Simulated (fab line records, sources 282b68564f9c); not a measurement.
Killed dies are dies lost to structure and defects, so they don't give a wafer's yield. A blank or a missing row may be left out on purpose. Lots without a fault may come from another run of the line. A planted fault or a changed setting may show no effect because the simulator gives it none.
fab line records | flow rit_cmos
record lots=14 wafers=42 last_day=7
route steps=202 shown NWELL@36 M1@202
lots that met no fault: from a run of the same line without faults
start_h: hours from the record's first day to the start of the lot's first wafer shown | wait_h: hours since the lot's step before | " the same as in the row above | L1.1+2: a row that stands for several wafers | - no value, or no start given | * or withheld: withheld | < > ~ a bound
route shown NAME@n: a module of which the file shows steps, and the number in the route of the first | usual: mean/standard deviation of fault-free wafers | same: alike in all rows | chamber/n: place in a boat | sites: the reading at each site | _std_site: their standard deviation | _edge_site: outer sites' mean less inner sites' | radius_mm: how far each site lies from the wafer's centre | mask NAME#n: copy n | behind: the tool/chamber that last shaped the wafer | hold: why the lot was held/for how many hours/how that ended | device: the transistor (n, p or np) that didn't switch | end of line: the same wafers' tests at the end of the route | a step without rows: its recipe alone | killed: dies lost to structure and defects at the first sort, not the wafer's yield | map: a wafer's dies, x killed, . not, _ none there
set.NAME: the setting as run; set.NAME@STEP: as run at that earlier step | model.NAME: the simulator's own value behind a step, which no gauge read
steps of the route over a sample of lots; a table a step, a row a wafer
services: from which hour (start_h, from the record's first day; less than 0 if before it) a tool's chamber was out of use, for how many hours, and why
## steps
# step RIT_NWELL_IMPLANT_08
# recipe species=P energy_kev=170 dose_cm2=5e+13 tilt_deg=7
# usual beam_energy_keV=170.00/0.059
# same implant_ion_amu=31
# columns lot.wafer tool chamber start_h wait_h beam_energy_keV
L701.1 implanter-04 0 22.39 0.2 170.11
L701.3 " 0 " " 170.14
L701.6 " 0 " " 170.15
L702.1 implanter-03 0 26.54 0.2 170.09
L702.3 " 0 " " 169.97
L702.6 " 0 " " 170.08
L704.1 implanter-02 0 37.86 0.2 169.97
L704.3 " 0 " " 170.01
L704.4 " 0 " " 170.01
L705.1 implanter-03 0 42.04 0.2 169.91
L705.4 " 0 " " 169.96
L705.5 " 0 " " 169.95
L706.1 implanter-02 0 46.79 0.2 169.97
L706.4 " 0 " " 169.93
L706.5 " 0 " " 169.96
L707.1 implanter-02 0 52.23 0.2 169.99
L707.5 " 0 " " 169.96
L707.6 " 0 " " 170.10
L708.1 implanter-03 0 56.72 0.2 170.02
L708.4 " 0 " " 170.04
L708.5 " 0 " " 170.03
L716.3 implanter-02 0 97.04 0.2 214.14
L716.4 " 0 " " 214.21
L716.5 " 0 " " 214.25
L717.1 implanter-02 0 102.39 0.2 214.11
L717.4 " 0 " " 214.23
L717.6 " 0 " " 214.27
L718.1 implanter-04 0 107.25 0.2 170.06
L718.2 " 0 " " 170.12
L718.5 " 0 " " 170.08
L719.2 implanter-03 0 114.70 0.2 169.95
L719.5 " 0 " " 170.04
L719.6 " 0 " " 170.01
L720.4 implanter-04 0 117.33 0.2 170.02
L720.5 " 0 " " 169.97
L720.6 " 0 " " 169.99
L721.1 implanter-04 0 122.40 0.2 169.99
L721.3 " 0 " " 169.96
L721.6 " 0 " " 170.08
L723.4 implanter-04 0 132.90 0.2 169.96
L723.5 " 0 " " 169.98
L723.6 " 0 " " 170.02
# step RIT_NWELL_TW_MEAS_10
# usual NWELL_TW=2149/24
# columns lot.wafer tool chamber start_h wait_h hold NWELL_TW
L701.1 film_metro-01 - 22.72 0.1 - 2134
L701.3 " - " " - 2130
L701.6 " - " " - 2122
L702.1 film_metro-03 - 26.87 0.1 - 2199
L702.3 " - " " - 2195
L702.6 " - " " - 2195
L704.1 film_metro-04 - 38.18 0.1 - 2139
L704.3 " - " " - 2140
L704.4 " - " " - 2131
L705.1 film_metro-04 - 42.36 0.1 - 2124
L705.4 " - " " - 2130
L705.5 " - " " - 2130
L706.1 film_metro-01 - 47.11 0.1 - 2131
L706.4 " - " " - 2134
L706.5 " - " " - 2134
L707.1 film_metro-03 - 52.56 0.1 - 2185
L707.5 " - " " - 2185
L707.6 " - " " - 2183
L708.1 film_metro-01 - 57.05 0.1 - 2121
L708.4 " - " " - 2122
L708.5 " - " " - 2122
L716.3 film_metro-04 - 97.33 0.1 await_dispo/0.2h/release 2244
L716.4 " - " " await_dispo/0.2h/release 2243
L716.5 " - " " await_dispo/0.2h/release 2255
L716.3 film_metro-04 - 97.56 0.2 - 2240
L716.4 " - " " - 2238
L716.5 " - " " - 2250
L717.1 film_metro-01 - 102.72 0.1 await_dispo/0.2h/release 2249
L717.4 " - " " await_dispo/0.2h/release 2245
L717.6 " - " " await_dispo/0.2h/release 2245
L717.1 film_metro-01 - 102.95 0.2 - 2253
L717.4 " - " " - 2228
L717.6 " - " " - 2231
L718.1 film_metro-04 - 107.58 0.1 - 2143
L718.2 " - " " - 2147
L718.5 " - " " - 2142
L719.2 film_metro-03 - 115.01 0.1 - 2188
L719.5 " - " " - 2181
L719.6 " - " " - 2187
L720.4 film_metro-03 - 117.61 0.1 - 2190
L720.5 " - " " - 2189
L720.6 " - " " - 2187
L721.1 film_metro-04 - 122.73 0.1 - 2140
L721.3 " - " " - 2128
L721.6 " - " " - 2137
L723.4 film_metro-04 - 133.18 0.1 - 2129
L723.5 " - " " - 2145
L723.6 " - " " - 2123
# step RIT_WELLDRIVE_RS_MEAS_01
# recipe thk_meas_gauge=four-point-probe
# usual NWELL_RS=274.9/0.78
# columns lot.wafer tool chamber start_h wait_h hold NWELL_RS[ohm/sq]
L701.1 film_metro-03 - 29.63 0.0 - 275.7
L701.3 " - " " - 275.4
L701.6 " - " " - 275.4
L702.1 film_metro-01 - 34.39 0.0 - 274.1
L702.3 " - " " - 273.9
L702.6 " - " " - 273.8
L704.1 film_metro-03 - 44.89 0.0 - 275.6
L704.3 " - " " - 275.7
L704.4 " - " " - 275.8
L705.1 film_metro-03 - 49.69 0.0 - 274.9
L705.4 " - " " - 275.0
L705.5 " - " " - 274.9
L706.1 film_metro-03 - 53.94 0.0 - 274.7
L706.4 " - " " - 275.7
L706.5 " - " " - 275.2
L707.1 film_metro-03 - 59.51 0.0 - 275.0
L707.5 " - " " - 274.0
L707.6 " - " " - 274.8
L708.1 film_metro-03 - 63.97 0.0 - 275.6
L708.4 " - " " - 275.4
L708.5 " - " " - 275.5
L716.3 film_metro-04 - 109.06 0.0 await_dispo/0.2h/release 271.2
L716.4 " - " " await_dispo/0.2h/release 271.4
L716.5 " - " " await_dispo/0.2h/release 271.2
L716.3 film_metro-04 - 109.35 0.3 - 271.3
L716.4 " - " " - 271.6
L716.5 " - " " - 270.6
L717.1 film_metro-01 - 112.83 0.0 await_dispo/0.2h/release 271.2
L717.4 " - " " await_dispo/0.2h/release 271.0
L717.6 " - " " await_dispo/0.2h/release 271.7
L717.1 film_metro-01 - 113.12 0.3 - 270.3
L717.4 " - " " - 271.2
L717.6 " - " " - 272.0
L718.1 film_metro-03 - 114.72 0.0 - 276.1
L718.2 " - " " - 276.4
L718.5 " - " " - 275.7
L719.2 film_metro-03 - 121.97 0.0 - 274.9
L719.5 " - " " - 275.0
L719.6 " - " " - 276.0
L720.4 film_metro-04 - 124.99 0.1 - 275.1
L720.5 " - " " - 275.2
L720.6 " - " " - 275.5
L721.1 film_metro-03 - 129.58 0.0 - 275.3
L721.3 " - " " - 275.2
L721.6 " - " " - 275.6
L723.4 film_metro-04 - 140.34 0.1 - 275.1
L723.5 " - " " - 274.5
L723.6 " - " " - 274.8
# step RIT_M1_PROBE_99
# usual killed_at_contacts=0.1/0.32 killed_at_front_end=7/3 killed_dies=7/3.1 killed_open=3.3/1.8 killed_short=3.6/2
# same gross_dies=264 killed_at_M0_to_M3=0 killed_at_M4_up=0 killed_at_back_side=0 killed_at_other=0
# columns lot.wafer tool chamber start_h wait_h killed_at_contacts killed_at_front_end killed_dies killed_open killed_short
L716.3 prober-02 - 145.74 0.2 0 14 14 9 5
L716.4 prober-02 - 145.79 0.2 0 10 10 7 3
L716.5 prober-02 - 145.84 0.2 0 4 4 2 2
L717.1 prober-01 - 154.76 0.1 0 5 5 2 3
L717.4 prober-01 - 154.91 0.2 0 2 2 1 1
L717.6 prober-01 - 155.01 0.2 0 7 7 6 1
# killed by level:class
L716.3 SILICIDE:geometric_particle:open=5 GATE:geometric_particle:open=2 GATE:geometric_particle:short=2 SILICIDE:geometric_particle:short=2 FOX1:geometric_particle:open=1 FOX2:geometric_particle:open=1 SPACER:geometric_particle:short=1
L716.4 GATE:geometric_particle:open=4 GATE:geometric_particle:short=2 FOX1:geometric_particle:open=1 FOX1:geometric_particle:short=1 REOX:geometric_particle:open=1 SPACER:geometric_particle:open=1
L716.5 FOX1:geometric_particle:open=1 GATE:geometric_particle:short=1 REOX:geometric_particle:short=1 SPACER:geometric_particle:open=1
L717.1 FOX1:geometric_particle:open=1 SPACER:geometric_particle:open=1 REOX:geometric_particle:short=1 SPACER:geometric_particle:short=1 SILICIDE:geometric_particle:short=1
L717.4 FOX1:geometric_particle:open=1 FOX2:geometric_particle:short=1
L717.6 SPACER:geometric_particle:open=3 GATE:geometric_particle:open=2 REOX:geometric_particle:short=1 SILICIDE:geometric_particle:open=1
## services
# columns tool chamber start_h hours kind
implanter-02 - 2.14 5.5 pm
implanter-03 - 35.90 3.8 pm
implanter-04 - 36.35 3.1 pm
implanter-02 - 65.66 1.6 repair
implanter-04 - 107.55 4.1 repair
implanter-03 - 118.57 0.6 repair
implanter-02 - 125.77 1.2 repair
## key
first_sign step=RIT_NWELL_IMPLANT_08 reading=beam_energy_keV direction=up sigmas=99+ usual=170.00 struck=214.20
effect step=RIT_NWELL_TW_MEAS_10 reading=visit direction=added
effect step=RIT_WELLDRIVE_RS_MEAS_01 reading=visit direction=added
met_at RIT_NWELL_IMPLANT_08
struck_lots L716,L717
tester_left_out L716,L717
onset_between 52.23 97.04
fault kind=process_parameter_drift tool=implanter-02 chamber=- onset_h=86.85 steps=RIT_NWELL_IMPLANT_08 channel=energy_kev offset=44.2 shape=step end_h=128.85 acts_in=these_recipes_only stated=170
# tester_left_out: of these lots the tester's yield and bins aren't shown, on N5 and GAA mostly nor the transistor test; their killed dies are dies lost to structure and defects alone, not to doping, threshold or leakage, so they don't give the yield
